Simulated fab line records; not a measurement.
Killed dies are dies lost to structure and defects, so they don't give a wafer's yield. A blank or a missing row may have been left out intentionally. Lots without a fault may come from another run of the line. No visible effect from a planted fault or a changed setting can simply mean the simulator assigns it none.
fab line records	flow ritCmos
[record] lots = 14	wafers = 42	lastDay = 8
route steps=202 shown GATE@83 PLDD@122 SILICIDE@167 CONTACT@176 M1@202
lots that met no fault: taken from a fault-free run of the same line
startH: hours from the record's opening day to when the first of the lot's shown wafers began	waitH: hours since the lot's step before	" the same as in the row above	L1.1+2: several wafers, shown together as one row	- either no value or no given start	* or withheld: withheld	< > ~ a bound
route shown NAME@n: NAME is a module with steps in the file, n the number in the route of the first one	usual: average and standard deviation across the fault-free wafers	same: alike in all rows	chamber/n: place in a boat	sites: the reading at each site	_std_site: how widely they spread, as a standard deviation	_edge_site: mean of outer sites minus mean of inner sites	radiusMm: for every site, how far away it sits from the centre of the wafer	mask NAME#n: copy n	behind: the tool/chamber that last shaped the wafer	hold: the reason the lot was held/the length of the hold in hours/how it ended	device: whichever transistor did not switch (one of n, p or np)	end of line: tests run on the same wafers once the route is complete	step lacking rows: just its recipe	killed: the dies lost at the first sort to structure and to defects; this is not the yield of the wafer	map: a wafer's dies, marking killed ones x, the rest . and places with no die _
set.NAME: the run value of the setting; set.NAME@STEP: its run value at that earlier step	model.NAME: the simulator's own value behind a step, which no gauge read
the route's steps for a sample of lots (tables are steps, rows are wafers)
services: when a tool's chamber went out of use (startH, in hours from the record's first day, below 0 if earlier), for how many hours, and the reason
[[steps]]
[step RIT_GATE_THK_MEAS_07]
[recipe] reads = SiO2_of_GATE_OXIDATION_05
[usual] GATE_OXIDE_THK = 3.01/0.063
lot.wafer	tool	chamber	startH	waitH	GATE_OXIDE_THK[nm]
L572.1	filmMetro-03	-	38.72	0.0	3.03
L572.4	"	-	"	"	3.06
L572.6	"	-	"	"	3.04
L573.2	filmMetro-01	-	40.59	0.0	2.99
L573.3	"	-	"	"	2.93
L573.5	"	-	"	"	3.00
L574.2	filmMetro-01	-	45.00	0.0	2.95
L574.4	"	-	"	"	3.00
L574.5	"	-	"	"	3.02
L575.2	filmMetro-01	-	55.79	0.0	2.95
L575.4	"	-	"	"	3.08
L575.6	"	-	"	"	2.99
L576.1	filmMetro-03	-	58.42	0.0	3.07
L576.4	"	-	"	"	2.96
L576.5	"	-	"	"	3.00
L577.1	filmMetro-01	-	62.67	0.0	3.00
L577.3	"	-	"	"	2.89
L577.6	"	-	"	"	2.99
L578.3	filmMetro-04	-	71.76	0.0	2.93
L578.4	"	-	"	"	3.07
L578.5	"	-	"	"	3.05
L582.3	filmMetro-03	-	87.48	0.0	3.07
L582.4	"	-	"	"	3.09
L582.6	"	-	"	"	3.07
L587.1	filmMetro-01	-	117.60	0.0	3.04
L587.2	"	-	"	"	3.04
L587.3	"	-	"	"	3.00
L588.1	filmMetro-01	-	120.69	0.0	3.02
L588.2	"	-	"	"	3.00
L588.3	"	-	"	"	3.00
L589.3	filmMetro-03	-	132.40	0.0	2.81
L589.4	"	-	"	"	2.91
L589.5	"	-	"	"	2.88
L590.2	filmMetro-01	-	138.51	0.0	2.91
L590.3	"	-	"	"	2.95
L590.6	"	-	"	"	2.94
L593.3	filmMetro-01	-	156.01	0.0	2.87
L593.4	"	-	"	"	3.01
L593.6	"	-	"	"	3.01
L594.2	filmMetro-04	-	161.43	0.0	2.95
L594.3	"	-	"	"	2.97
L594.6	"	-	"	"	2.93
[step RIT_PLDD_IMPLANT_08]
[recipe] species = BF2	energyKev = 20	doseCm2 = 9e+14	tiltDeg = 7
[usual] doseIonsCm2 = 8.999e+14/8.7e+11	endStationPressureTorr = 7.2e-06/3.5e-07	faradayCurrentUA = 2831/53
[same] implantIonAmu = 49
lot.wafer	tool	chamber	startH	waitH	doseIonsCm2	endStationPressureTorr	faradayCurrentUA
L572.1	implanter-02	0	53.92	0.1	8.997e+14	6.4e-06	2782
L572.4	"	0	"	"	9.001e+14	7.3e-06	2894
L572.6	"	0	"	"	8.998e+14	6.8e-06	2749
L573.2	implanter-01	0	54.19	0.1	8.997e+14	7.3e-06	2804
L573.3	"	0	"	"	9.009e+14	7.3e-06	2787
L573.5	"	0	"	"	9.005e+14	7.1e-06	2812
L574.2	implanter-02	0	55.93	0.1	9.01e+14	8e-06	2834
L574.4	"	0	"	"	8.996e+14	7.5e-06	2843
L574.5	"	0	"	"	8.995e+14	7.5e-06	2823
L575.2	implanter-02	0	67.01	0.1	9e+14	7.4e-06	2858
L575.4	"	0	"	"	9.006e+14	7.2e-06	2836
L575.6	"	0	"	"	9.003e+14	7.5e-06	2843
L576.1	implanter-04	0	68.92	0.1	9.005e+14	7.5e-06	2731
L576.4	"	0	"	"	8.999e+14	7.3e-06	2876
L576.5	"	0	"	"	8.997e+14	7e-06	2818
L577.1	implanter-04	0	74.26	0.1	9.01e+14	7.6e-06	2708
L577.3	"	0	"	"	8.998e+14	7e-06	2782
L577.6	"	0	"	"	9.001e+14	7.2e-06	2863
L578.3	implanter-01	0	80.84	0.1	9.001e+14	7.6e-06	2762
L578.4	"	0	"	"	9.003e+14	7.2e-06	2838
L578.5	"	0	"	"	8.995e+14	7.1e-06	2786
L582.3	implanter-02	0	98.61	0.1	8.992e+14	7.2e-06	2784
L582.4	"	0	"	"	8.984e+14	7.4e-06	2912
L582.6	"	0	"	"	8.994e+14	7.5e-06	2849
L587.1	implanter-01	0	131.13	0.1	9.002e+14	7.7e-06	2774
L587.2	"	0	"	"	9.002e+14	6.6e-06	2889
L587.3	"	0	"	"	8.995e+14	7.5e-06	2811
L588.1	implanter-04	0	131.49	0.1	1.441e+15	8.3e-06	4561
L588.2	"	0	"	"	1.4405e+15	8.5e-06	4595
L588.3	"	0	"	"	1.4408e+15	8.8e-06	4607
L589.3	implanter-04	0	145.68	0.1	1.4395e+15	8.8e-06	4484
L589.4	"	0	"	"	1.4391e+15	8.9e-06	4589
L589.5	"	0	"	"	1.4394e+15	8.9e-06	4527
L590.2	implanter-02	0	152.65	0.1	8.995e+14	7.3e-06	2780
L590.3	"	0	"	"	8.987e+14	7.3e-06	2795
L590.6	"	0	"	"	8.99e+14	7.3e-06	2715
L593.3	implanter-02	0	166.59	0.1	8.991e+14	7e-06	2910
L593.4	"	0	"	"	8.989e+14	7e-06	2831
L593.6	"	0	"	"	8.997e+14	7.2e-06	2885
L594.2	implanter-01	0	174.60	0.1	8.995e+14	6.6e-06	2893
L594.3	"	0	"	"	8.991e+14	7e-06	2759
L594.6	"	0	"	"	9.004e+14	6.7e-06	2749
[step RIT_PLDD_TW_MEAS_10]
[usual] PLDD_TW = 2354/20
lot.wafer	tool	chamber	startH	waitH	PLDD_TW
L572.1	filmMetro-03	-	54.25	0.1	2365
L572.4	"	-	"	"	2364
L572.6	"	-	"	"	2384
L573.2	filmMetro-04	-	54.50	0.1	2336
L573.3	"	-	"	"	2343
L573.5	"	-	"	"	2328
L574.2	filmMetro-04	-	56.24	0.1	2340
L574.4	"	-	"	"	2334
L574.5	"	-	"	"	2335
L575.2	filmMetro-04	-	67.32	0.1	2337
L575.4	"	-	"	"	2333
L575.6	"	-	"	"	2339
L576.1	filmMetro-04	-	69.25	0.1	2338
L576.4	"	-	"	"	2340
L576.5	"	-	"	"	2343
L577.1	filmMetro-02	-	74.58	0.1	2355
L577.3	"	-	"	"	2358
L577.6	"	-	"	"	2361
L578.3	filmMetro-02	-	81.14	0.1	2350
L578.4	"	-	"	"	2370
L578.5	"	-	"	"	2363
L582.3	filmMetro-02	-	98.90	0.1	2336
L582.4	"	-	"	"	2352
L582.6	"	-	"	"	2343
L587.1	filmMetro-04	-	131.45	0.1	2323
L587.2	"	-	"	"	2322
L587.3	"	-	"	"	2345
L588.1	filmMetro-03	-	131.82	0.1	2664
L588.2	"	-	"	"	2669
L588.3	"	-	"	"	2672
L589.3	filmMetro-02	-	145.97	0.1	2621
L589.4	"	-	"	"	2634
L589.5	"	-	"	"	2613
L590.2	filmMetro-02	-	152.96	0.1	2360
L590.3	"	-	"	"	2358
L590.6	"	-	"	"	2347
L593.3	filmMetro-03	-	166.88	0.1	2368
L593.4	"	-	"	"	2375
L593.6	"	-	"	"	2361
L594.2	filmMetro-02	-	174.91	0.1	2335
L594.3	"	-	"	"	2338
L594.6	"	-	"	"	2339
[step RIT_SDANNEAL_RS_MEAS_06]
[recipe] thkMeasGauge = four-point-probe
[usual] PLDD_RS = 178.8/0.48
lot.wafer	tool	chamber	startH	waitH	PLDD_RS[ohm/sq]
L572.1	filmMetro-02	-	60.80	0.1	179.1
L572.4	"	-	"	"	178.5
L572.6	"	-	"	"	178.4
L573.2	filmMetro-04	-	61.33	0.1	179.2
L573.3	"	-	"	"	179.4
L573.5	"	-	"	"	179.6
L574.2	filmMetro-02	-	63.13	0.1	178.6
L574.4	"	-	"	"	178.6
L574.5	"	-	"	"	178.7
L575.2	filmMetro-04	-	73.87	0.1	178.4
L575.4	"	-	"	"	177.8
L575.6	"	-	"	"	177.5
L576.1	filmMetro-03	-	75.49	0.1	178.8
L576.4	"	-	"	"	179.7
L576.5	"	-	"	"	178.8
L577.1	filmMetro-04	-	80.77	0.1	178.6
L577.3	"	-	"	"	178.8
L577.6	"	-	"	"	178.5
L578.3	filmMetro-02	-	87.50	0.1	178.7
L578.4	"	-	"	"	178.5
L578.5	"	-	"	"	178.8
L582.3	filmMetro-02	-	106.10	0.1	179.1
L582.4	"	-	"	"	178.8
L582.6	"	-	"	"	179.0
L587.1	filmMetro-02	-	138.03	0.1	178.0
L587.2	"	-	"	"	178.2
L587.3	"	-	"	"	179.3
L588.1	filmMetro-04	-	138.24	0.1	158.0
L588.2	"	-	"	"	157.2
L588.3	"	-	"	"	157.6
L589.3	filmMetro-02	-	152.30	0.1	158.2
L589.4	"	-	"	"	157.4
L589.5	"	-	"	"	157.6
L590.2	filmMetro-02	-	159.24	0.1	178.3
L590.3	"	-	"	"	178.3
L590.6	"	-	"	"	178.7
L593.3	filmMetro-03	-	173.03	0.1	178.8
L593.4	"	-	"	"	179.5
L593.6	"	-	"	"	179.1
L594.2	filmMetro-03	-	181.76	0.1	179.0
L594.3	"	-	"	"	179.1
L594.6	"	-	"	"	178.9
[step RIT_SILICIDE_RTA_06]
[recipe] tempC = 750	timeS = 10	idleTempC = 25	rampUpS = 5	rampDownS = 10	coolToC = 25	ambient = N2
[usual] wafer_temp_C_max = 753.7/1.9
lot.wafer	tool	chamber	startH	waitH	wafer_temp_C_max
L572.1	rtpAnneal-02	0	61.49	0.0	754.8
L572.4	"	0	"	"	755.9
L572.6	"	0	"	"	755.8
L573.2	rtpAnneal-02	0	62.01	0.0	754.5
L573.3	"	0	"	"	757.0
L573.5	"	0	"	"	754.8
L574.2	rtpAnneal-01	0	63.81	0.0	751.5
L574.4	"	0	"	"	751.9
L574.5	"	0	"	"	751.4
L575.2	rtpAnneal-02	0	74.55	0.0	755.2
L575.4	"	0	"	"	755.0
L575.6	"	0	"	"	756.1
L576.1	rtpAnneal-01	0	76.18	0.0	752.7
L576.4	"	0	"	"	751.5
L576.5	"	0	"	"	751.8
L577.1	rtpAnneal-02	0	81.46	0.0	754.7
L577.3	"	0	"	"	755.1
L577.6	"	0	"	"	755.3
L578.3	rtpAnneal-01	0	88.17	0.0	751.7
L578.4	"	0	"	"	752.3
L578.5	"	0	"	"	752.0
L582.3	rtpAnneal-02	0	106.77	0.0	755.2
L582.4	"	0	"	"	755.6
L582.6	"	0	"	"	755.7
L587.1	rtpAnneal-01	0	138.72	0.0	751.5
L587.2	"	0	"	"	751.8
L587.3	"	0	"	"	752.1
L588.1	rtpAnneal-01	0	138.93	0.0	751.9
L588.2	"	0	"	"	752.1
L588.3	"	0	"	"	752.7
L589.3	rtpAnneal-02	0	152.98	0.0	756.0
L589.4	"	0	"	"	754.2
L589.5	"	0	"	"	756.9
L590.2	rtpAnneal-01	0	159.92	0.0	752.3
L590.3	"	0	"	"	751.4
L590.6	"	0	"	"	751.7
L593.3	rtpAnneal-02	0	173.70	0.0	754.4
L593.4	"	0	"	"	754.6
L593.6	"	0	"	"	756.9
L594.2	rtpAnneal-01	0	182.45	0.0	752.2
L594.3	"	0	"	"	751.1
L594.6	"	0	"	"	751.5
[step RIT_CONTACT_CD_MEAS_08]
[recipe] targetCdNm = 1000
[usual] cdNm = 999.7/2.4
lot.wafer	tool	chamber	startH	waitH	cdNm
L572.1	cdSem-02	-	62.76	-	1002.8
L572.4	"	-	"	"	1005.0
L572.6	"	-	"	"	1000.8
L573.2	cdSem-01	-	63.28	-	999.8
L573.3	"	-	"	"	1000.0
L573.5	"	-	"	"	1000.9
L574.2	cdSem-02	-	64.97	-	999.2
L574.4	"	-	"	"	999.6
L574.5	"	-	"	"	1000.4
L575.2	cdSem-01	-	75.89	-	1001.3
L575.4	"	-	"	"	1000.9
L575.6	"	-	"	"	1001.3
L576.1	cdSem-01	-	77.45	-	1006.1
L576.4	"	-	"	"	1005.3
L576.5	"	-	"	"	1004.2
L577.1	cdSem-01	-	82.73	-	997.4
L577.3	"	-	"	"	997.1
L577.6	"	-	"	"	995.4
L578.3	cdSem-01	-	89.34	-	996.3
L578.4	"	-	"	"	998.2
L578.5	"	-	"	"	997.6
L582.3	cdSem-01	-	107.93	-	999.8
L582.4	"	-	"	"	998.2
L582.6	"	-	"	"	997.5
L587.1	cdSem-01	-	139.99	-	1001.8
L587.2	"	-	"	"	1001.8
L587.3	"	-	"	"	1001.9
L588.1	cdSem-02	-	140.23	-	997.8
L588.2	"	-	"	"	996.9
L588.3	"	-	"	"	1000.1
L589.3	cdSem-02	-	154.32	-	1000.6
L589.4	"	-	"	"	997.5
L589.5	"	-	"	"	998.2
L590.2	cdSem-02	-	161.20	-	1001.3
L590.3	"	-	"	"	1001.9
L590.6	"	-	"	"	999.9
L593.3	cdSem-01	-	175.03	-	998.0
L593.4	"	-	"	"	998.7
L593.6	"	-	"	"	1000.6
L594.2	cdSem-02	-	183.60	-	1001.3
L594.3	"	-	"	"	1002.4
L594.6	"	-	"	"	1001.9
[step RIT_M1_PROBE_99]
[usual] killedAtContacts = 0.0/0.22	killedAtFrontEnd = 6.6/2.7	killedDies = 6.7/2.7	killedOpen = 3.4/2	killedShort = 3.2/1.8
[same] grossDies = 264	killed_at_M0_to_M3 = 0	killed_at_M4_up = 0	killedAtBackSide = 0	killedAtOther = 0
lot.wafer	tool	chamber	startH	waitH	killedAtContacts	killedAtFrontEnd	killedDies	killedOpen	killedShort
L573.2	prober-01	-	69.79	0.1	0	5	5	1	4
L573.3	prober-01	-	69.84	0.2	0	6	6	4	2
L573.5	prober-01	-	69.94	0.2	0	12	12	9	3
L577.1	prober-01	-	88.01	0.1	0	7	7	2	5
L577.3	prober-01	-	88.11	0.2	0	3	3	1	2
L577.6	prober-01	-	88.26	0.2	0	4	4	3	1
L582.3	prober-02	-	113.31	0.2	0	13	13	8	5
L582.4	prober-02	-	113.36	0.2	0	4	4	1	3
L582.6	prober-02	-	113.46	0.2	1	5	6	2	2
L588.1	prober-02	-	146.66	0.1	0	3	3	0	3
L588.2	prober-02	-	146.71	0.1	0	5	5	4	1
L588.3	prober-02	-	146.76	0.2	0	8	8	2	6
L589.3	prober-01	-	159.88	0.2	0	5	5	3	2
L589.4	prober-01	-	159.93	0.2	0	5	5	2	3
L589.5	prober-01	-	159.98	0.2	0	5	5	2	3
// killed by level:class
L573.2 GATE:geometricParticle:short=3 GATE:geometricParticle:open=1 REOX:geometricParticle:short=1
L573.3 GATE:geometricParticle:short=1 GATE:geometricParticle:open=1 REOX:geometricParticle:open=1 REOX:geometricParticle:short=1 SPACER:geometricParticle:open=1 SILICIDE:geometricParticle:open=1
L573.5 FOX1:geometricParticle:open=3 GATE:geometricParticle:open=3 GATE:geometricParticle:short=2 FOX1:geometricParticle:short=1 REOX:geometricParticle:open=1 SPACER:geometricParticle:open=1 SILICIDE:geometricParticle:open=1
L577.1 GATE:geometricParticle:short=3 GATE:geometricParticle:open=2 FOX1:geometricParticle:short=1 SPACER:geometricParticle:short=1
L577.3 FOX1:geometricParticle:short=2 GATE:geometricParticle:open=1
L577.6 FOX2:geometricParticle:open=1 GATE:geometricParticle:open=1 GATE:geometricParticle:short=1 SILICIDE:geometricParticle:open=1
L582.3 FOX1:geometricParticle:open=4 GATE:geometricParticle:short=4 GATE:geometricParticle:open=3 SPACER:geometricParticle:open=1 SPACER:geometricParticle:short=1
L582.4 FOX1:geometricParticle:short=1 FOX1:geometricParticle:open=1 REOX:geometricParticle:short=1 SPACER:geometricParticle:short=1
L582.6 GATE:geometricParticle:short=2 NSD:coatMicrobubblePrinted=2 REOX:geometricParticle:open=1 CONTACT:geometricParticle:open=1
L588.1 FOX1:geometricParticle:short=1 FOX2:geometricParticle:short=1 GATE:geometricParticle:short=1
L588.2 FOX1:geometricParticle:open=2 FOX2:geometricParticle:open=1 SPACER:geometricParticle:open=1 SILICIDE:geometricParticle:short=1
L588.3 GATE:geometricParticle:short=2 GATE:geometricParticle:open=2 SILICIDE:geometricParticle:short=2 FOX1:geometricParticle:short=1 FOX2:geometricParticle:short=1
L589.3 REOX:geometricParticle:open=3 GATE:geometricParticle:short=1 SPACER:geometricParticle:short=1
L589.4 FOX2:geometricParticle:short=2 GATE:geometricParticle:open=2 REOX:geometricParticle:short=1
L589.5 FOX1:geometricParticle:open=2 FOX1:geometricParticle:short=1 GATE:geometricParticle:short=1 SPACER:geometricParticle:short=1
[[services]]
tool	chamber	startH	hours	kind
implanter-01	-	70.07	1.7	repair
implanter-04	-	87.31	2.3	repair
implanter-04	-	171.25	2.4	repair
implanter-02	-	177.92	5.7	pm
[[key]]
[firstSign] step = RIT_PLDD_IMPLANT_08	reading = doseIonsCm2	direction = up	sigmas = 99+	usual = 8.999e+14	struck = 1.4401e+15
[effect] step = RIT_PLDD_IMPLANT_08	reading = faradayCurrentUA	direction = up	sigmas = 33	usual = 2831	struck = 4561
[effect] step = RIT_PLDD_TW_MEAS_10	reading = PLDD_TW	direction = up	sigmas = 14	usual = 2354	struck = 2645
[effect] step = RIT_SDANNEAL_RS_MEAS_06	reading = PLDD_RS	direction = down	sigmas = 44	usual = 178.8	struck = 157.7
metAt RIT_PLDD_IMPLANT_08
struckLots L588,L589
testerLeftOut L588,L589
notActingAt RIT_GATE_THK_MEAS_07,RIT_SILICIDE_RTA_06,RIT_CONTACT_CD_MEAS_08
onsetBetween 74.26 131.49
[fault] kind = processParameterDrift	tool = implanter-04	chamber = -	onsetH = 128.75	steps = RIT_PLDD_IMPLANT_08	channel = doseCm2	offset = 5.4e+14	shape = step	endH = 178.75	actsIn = theseRecipesOnly	stated = 9e+14
// testerLeftOut: of these lots the tester's yield and bins aren't shown, on N5 and GAA mostly nor the transistor test; their killed dies are dies lost to structure and defects alone, not to doping, threshold or leakage, so they don't give the yield
